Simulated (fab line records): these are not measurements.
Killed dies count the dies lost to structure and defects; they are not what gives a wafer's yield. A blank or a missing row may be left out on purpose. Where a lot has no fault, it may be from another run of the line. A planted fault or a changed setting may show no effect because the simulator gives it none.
Which of the tools did it? :: flow rit-cmos :: 14 lots, 42 wafers sampled, at 1 step of a route of 202

WHAT EACH GAUGE READ, for each wafer
No reading from a measuring or inspecting step in the record can be judged against a usual standard deviation.

WHICH TOOL RAN EACH LOT (tool, then ch and the chambers of the sampled wafers, then the start)
lot: L996
RIT_ACTIVE_ETCH_13: rie-diel-03 ch 1,2,3, day 1 16:31

lot: L997
RIT_ACTIVE_ETCH_13: rie-diel-04 ch 1,2, day 1 20:18

lot: L998
RIT_ACTIVE_ETCH_13: rie-diel-04 ch 0,1,2, day 2 00:54

lot: L999
RIT_ACTIVE_ETCH_13: rie-diel-01 ch 0,1,2, day 2 06:48

lot: L100
RIT_ACTIVE_ETCH_13: rie-diel-04 ch 1,2, day 2 14:13

lot: L101
RIT_ACTIVE_ETCH_13: rie-diel-03 ch 0,2,3, day 2 19:11

lot: L102
RIT_ACTIVE_ETCH_13: rie-diel-04 ch 2,3, day 2 20:55

lot: L106
RIT_ACTIVE_ETCH_13: rie-diel-03 ch 2,3, day 3 16:47

lot: L108
RIT_ACTIVE_ETCH_13: rie-diel-04 ch 0,1, day 4 02:58

lot: L112
RIT_ACTIVE_ETCH_13: rie-diel-04 ch 0,1,3, day 4 22:52

lot: L114
RIT_ACTIVE_ETCH_13: rie-diel-03 ch 1,2,3, day 5 08:50

lot: L115
RIT_ACTIVE_ETCH_13: rie-diel-01 ch 0,1,3, day 5 13:53

lot: L118
RIT_ACTIVE_ETCH_13: rie-diel-03 ch 2,3, day 6 05:51

lot: L119
RIT_ACTIVE_ETCH_13: rie-diel-03 ch 1,2,3, day 6 10:46
- RIT_ACTIVE_ETCH_13: etches Si3N4 in SF6, stops on SiO2, time 210 s, target depth 210 nm.

WHAT THE TOOLS THEMSELVES READ (means of the sampled wafers that have a number; where no wafer has one, the mark that the record gives instead)
RIT_ACTIVE_ETCH_13.
lot: L996
tool: rie-diel-03
drypump-motor-current-A (A): 5.4
oes-product-au (a.u.): 0.821
run-length-s (s): 238.3
throttle-valve-pct (%): 7.40

lot: L997
tool: rie-diel-04
drypump-motor-current-A (A): 5.3
oes-product-au (a.u.): 0.824
run-length-s (s): 238.8
throttle-valve-pct (%): 7.42

lot: L998
tool: rie-diel-04
drypump-motor-current-A (A): 5.2
oes-product-au (a.u.): 0.820
run-length-s (s): 238.3
throttle-valve-pct (%): 7.42

lot: L999
tool: rie-diel-01
drypump-motor-current-A (A): 5.7
oes-product-au (a.u.): 0.826
run-length-s (s): 238.2
throttle-valve-pct (%): 7.51

lot: L100
tool: rie-diel-04
drypump-motor-current-A (A): 5.4
oes-product-au (a.u.): 0.826
run-length-s (s): 238.7
throttle-valve-pct (%): 7.40

lot: L101
tool: rie-diel-03
drypump-motor-current-A (A): 5.6
oes-product-au (a.u.): 0.813
run-length-s (s): 238.3
throttle-valve-pct (%): 7.48

lot: L102
tool: rie-diel-04
drypump-motor-current-A (A): 5.5
oes-product-au (a.u.): 0.818
run-length-s (s): 238.3
throttle-valve-pct (%): 7.36

lot: L106
tool: rie-diel-03
drypump-motor-current-A (A): 5.6
oes-product-au (a.u.): 0.821
run-length-s (s): 238.3
throttle-valve-pct (%): 7.46

lot: L108
tool: rie-diel-04
drypump-motor-current-A (A): 5.2
oes-product-au (a.u.): 0.722
run-length-s (s): 296.2
throttle-valve-pct (%): 7.43

lot: L112
tool: rie-diel-04
drypump-motor-current-A (A): 5.3
oes-product-au (a.u.): 0.735
run-length-s (s): 296.2
throttle-valve-pct (%): 7.40

lot: L114
tool: rie-diel-03
drypump-motor-current-A (A): 5.4
oes-product-au (a.u.): 0.809
run-length-s (s): 238.0
throttle-valve-pct (%): 7.40

lot: L115
tool: rie-diel-01
drypump-motor-current-A (A): 5.2
oes-product-au (a.u.): 0.828
run-length-s (s): 238.1
throttle-valve-pct (%): 7.45

lot: L118
tool: rie-diel-03
drypump-motor-current-A (A): 5.6
oes-product-au (a.u.): 0.820
run-length-s (s): 238.2
throttle-valve-pct (%): 7.47

lot: L119
tool: rie-diel-03
drypump-motor-current-A (A): 5.4
oes-product-au (a.u.): 0.814
run-length-s (s): 238.1
throttle-valve-pct (%): 7.39

THE ANSWER, worked out from the rows above alone
Rule: what is usual is taken from the lots themselves. The widest of any qualifying gaps counts: lots, ordered by their means at a reading, are off when they make up no more than a third of the lots, leave a main group of 4 or more, and stand apart from it by 3 or more times the standard deviation of that group's means. If all means in a main group match to the digits the tables above print for the reading, that group is not used. Also off: a lot with no number at a reading for which 4 or more lots have one. Any other lot the step has rows for is counted as sound. First the gauges in route order, then the tools' own readings, where a lot's mean is used as printed above. At the first step where some lot is off, the reading lying furthest off is the one used; lots without a number count as furthest.
Off: L108, L112 (RIT_ACTIVE_ETCH_13, run-length-s). For the main group the mean is 238.3 s and the standard deviation 0.22.
A tool fits if, at that step or a process step before it, it ran every lot that is off, and no sound lot after the first of them. One fits: RIT_ACTIVE_ETCH_13 on rie-diel-04. A fault onset in the window from L102 (day 2 20:55, its last sound lot) to L108 (day 4 02:58, its first lot off) fits.
The tool's own readings at RIT_ACTIVE_ETCH_13 bear it out: on the lots that are off they differ by more than 5 times the standard deviation of the sound lots' means. oes-product-au reads 0.728 a.u. there against 0.820 a.u. on the sound lots; run-length-s reads 296.2 s there against 238.3 s on the sound lots.

WHAT THE SIMULATOR HAD INSERTED
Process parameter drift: rie-diel-04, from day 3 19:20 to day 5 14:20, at RIT_ACTIVE_ETCH_13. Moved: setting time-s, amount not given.
Shown lots that were struck: L108, L112. Same finding as the rule above.
